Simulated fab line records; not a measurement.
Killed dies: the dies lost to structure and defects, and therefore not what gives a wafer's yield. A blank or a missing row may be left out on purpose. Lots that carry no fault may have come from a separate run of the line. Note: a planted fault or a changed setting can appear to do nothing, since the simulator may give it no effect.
Split-lot experiment | flow ritCmos | on a route of 202 steps: 5 lots, 23 wafers read

== ON THE SPLIT ==
At RIT_NWELL_COAT_01 (resist thk 1300 nm), the setting resistThkNm was moved away from the recipe's 1300 nm on 5 of the 23 wafers read, by +3.5% to +5.3%. All remaining wafers had this setting at the recipe value.

== FROM THE SPLIT TO THE READING: what the file shows between them, 3 steps ==
- RIT_NWELL_SOFTBAKE_02: time 60 s
- RIT_NWELL_EXPOSE_03: exposes mask M2, target cd 43900 nm
- RIT_NWELL_DEVELOP_05: develop time 68 s

== THE READING ==
NOVOLAK_of_NWELL_COAT_01.thkNm (the simulator's own value, which no gauge read), in nm, at RIT_NWELL_HARDBAKE_07 (time 120 s). There is no usual value for it anywhere in the file. The 18 wafers here that ran the recipe average 1138 nm, standard deviation 2.7 nm.

wafer  | tool, chamber at the split | resistThkNm as run, nm | against the recipe | NOVOLAK_of_NWELL_COAT_01.thkNm, nm | against lot-mates on the recipe
L075.1 | lithoTrack-01, 0           | 1300                   | recipe             | 1145                               | -
L075.3 | lithoTrack-01, 0           | 1300                   | recipe             | 1140                               | -
L075.5 | lithoTrack-01, 0           | 1300                   | recipe             | 1141                               | -
L076.2 | lithoTrack-01, 0           | 1300                   | recipe             | 1139                               | -
L076.3 | lithoTrack-01, 0           | 1300                   | recipe             | 1139                               | -
L076.4 | lithoTrack-01, 0           | 1300                   | recipe             | 1137                               | -
L076.5 | lithoTrack-01, 0           | 1300                   | recipe             | 1137                               | -
L076.6 | lithoTrack-01, 0           | 1300                   | recipe             | 1134                               | -
L079.1 | lithoTrack-01, 0           | 1369                   | +5.3%              | 1202                               | +61
L079.2 | lithoTrack-01, 0           | 1300                   | recipe             | 1139                               | -
L079.4 | lithoTrack-01, 0           | 1369                   | +5.3%              | 1199                               | +58
L079.5 | lithoTrack-01, 0           | 1369                   | +5.3%              | 1196                               | +55
L079.6 | lithoTrack-01, 0           | 1300                   | recipe             | 1143                               | -
L083.1 | lithoTrack-04, 0           | 1300                   | recipe             | 1138                               | -
L083.2 | lithoTrack-04, 0           | 1300                   | recipe             | 1138                               | -
L083.3 | lithoTrack-04, 0           | 1300                   | recipe             | 1137                               | -
L083.4 | lithoTrack-04, 0           | 1300                   | recipe             | 1135                               | -
L083.5 | lithoTrack-04, 0           | 1300                   | recipe             | 1139                               | -
L085.1 | lithoTrack-01, 0           | 1345                   | +3.5%              | 1181                               | +45
L085.2 | lithoTrack-01, 0           | 1300                   | recipe             | 1138                               | -
L085.4 | lithoTrack-01, 0           | 1345                   | +3.5%              | 1179                               | +43
L085.5 | lithoTrack-01, 0           | 1300                   | recipe             | 1136                               | -
L085.6 | lithoTrack-01, 0           | 1300                   | recipe             | 1135                               | -

THE FIT
A straight line over all 23 wafers: NOVOLAK_of_NWELL_COAT_01.thkNm changes by +11.6 nm for each +1% of resistThkNm; r = +0.99; the points scatter about the line by 2.7 nm.
The same after taking each lot's own level away (the mean of its wafers on the recipe; 23 wafers): +11.3 nm for each +1%; r = +0.99; scatter 2.4 nm.
The reading moves by 60 nm for the largest change in resistThkNm, on that fit.
Across the lots, their own levels run from 1136.3 to 1142.0 nm, a range of 2.1 times the standard deviation given above.
Hence the lot-to-lot level has little effect on the slope; both slopes agree.
Check: +59.6 nm against its lot-mates is what the line predicts for one of the wafers moved furthest among these (+5.3%) when that wafer is left out of the fit. It came out at +61 nm against them.

== THE OTHER SPLITS THESE WAFERS WENT THROUGH ==
Other splits were also applied to these wafers ahead of the reading. Each is held against what the fit with the lots' levels taken away leaves over:
other split on the same wafers   | wafers away from the commonest value | r with NOVOLAK_of_NWELL_COAT_01.thkNm (lot level and that fit taken away)
RIT_ACTIVE_CVD_03 timeS          | 10                                   | +0.01
RIT_ACTIVE_EXPOSE_08 doseMj      | 7                                    | -0.03
RIT_ACTIVE_ETCH_13 pressureMtorr | 15                                   | -0.22
RIT_FOX2_OXIDATION_00 tempC      | 18                                   | +0.36

== THE WHOLE CHAIN: every reading that the file lists as answering this split, in the file's order ==
step                  | what it does       | reading                                                                         | change (the file's fit)              | r (the file's)
RIT_NWELL_COAT_01     | resist thk 1300 nm | NOVOLAK_of_NWELL_COAT_01.thkNm (the simulator's own value, which no gauge read) | +13.2 nm for each +1% of the setting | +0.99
RIT_NWELL_HARDBAKE_07 | time 120 s         | NOVOLAK_of_NWELL_COAT_01.thkNm (the simulator's own value, which no gauge read) | +11.3 nm for each +1% of the setting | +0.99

== THE FILE'S OWN FIT ==
NOVOLAK_of_NWELL_COAT_01.thkNm changes by +11.3 nm for each +1% of resistThkNm, r = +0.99.
